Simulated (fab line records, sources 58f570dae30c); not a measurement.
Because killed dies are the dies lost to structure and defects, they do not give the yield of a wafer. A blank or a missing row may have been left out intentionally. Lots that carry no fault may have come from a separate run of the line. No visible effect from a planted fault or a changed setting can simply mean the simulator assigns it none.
What tool caused it? / flow berkeley-cmos170 / Sampling: 7 lots, 20 wafers, 2 of 331 route steps

== WHAT THE GAUGES READ, wafer by wafer ==
UCB170_SILICIDE_THK_MEAS_03: measures by xrf.
lot=L313; measured=day 6 18:14; on=film-metro-04; SILICIDE_TI_THK (nm)=30.6 29.9 29.7
lot=L315; measured=day 7 05:55; on=film-metro-01; SILICIDE_TI_THK (nm)=30.6 30.3
lot=L325; measured=day 9 14:08; on=film-metro-01; SILICIDE_TI_THK (nm)=30.1 30.2 30.2
lot=L328; measured=day 9 17:50; on=film-metro-01; SILICIDE_TI_THK (nm)=30.6 30.2 30.2
lot=L330; measured=day 10 04:27; on=film-metro-01; SILICIDE_TI_THK (nm)=30.8 30.3 29.7
lot=L332; measured=day 11 03:09; on=film-metro-04; SILICIDE_TI_THK (nm)=30.3 29.6 30.3
lot=L335; measured=day 11 13:15; on=film-metro-01; SILICIDE_TI_THK (nm)=30.4 30.4 30.5

== WHAT TOOL EACH LOT RAN ON (gives the tool, then ch and the chambers of the sampled wafers, and finally the start) ==
lot=L313; UCB170_BACKSIDE_STRIP_03=plasma-asher-03 ch 0,1, day 6 17:08
lot=L315; UCB170_BACKSIDE_STRIP_03=plasma-asher-02 ch 1, day 7 04:43
lot=L325; UCB170_BACKSIDE_STRIP_03=plasma-asher-02 ch 0,1, day 9 12:44
lot=L328; UCB170_BACKSIDE_STRIP_03=plasma-asher-03 ch 0,1, day 9 16:40
lot=L330; UCB170_BACKSIDE_STRIP_03=plasma-asher-02 ch 0,1, day 10 03:19
lot=L332; UCB170_BACKSIDE_STRIP_03=plasma-asher-01 ch 1, day 11 02:03
lot=L335; UCB170_BACKSIDE_STRIP_03=plasma-asher-03 ch 0,1, day 11 12:08
- UCB170_BACKSIDE_STRIP_03: strips in O2.

== THE ANSWER, worked out from the rows above alone ==
Rule: the usual values come from the lots themselves. The widest of any qualifying gaps counts: lots, ordered by their means at a reading, are off when they make up no more than a third of the lots, leave a main group of 4 or more, and stand apart from it by 3 or more times the standard deviation of that group's means. If all means in a main group match to the digits the tables above print for the reading, that group is not used. A lot without any number at a reading at which 4 lots or more have one is off too. The other lots that the step has rows for count as sound.
No lot is off on any of the readings shown, so nothing can be concluded from this.

== WHAT THE SIMULATOR HAD INSERTED ==
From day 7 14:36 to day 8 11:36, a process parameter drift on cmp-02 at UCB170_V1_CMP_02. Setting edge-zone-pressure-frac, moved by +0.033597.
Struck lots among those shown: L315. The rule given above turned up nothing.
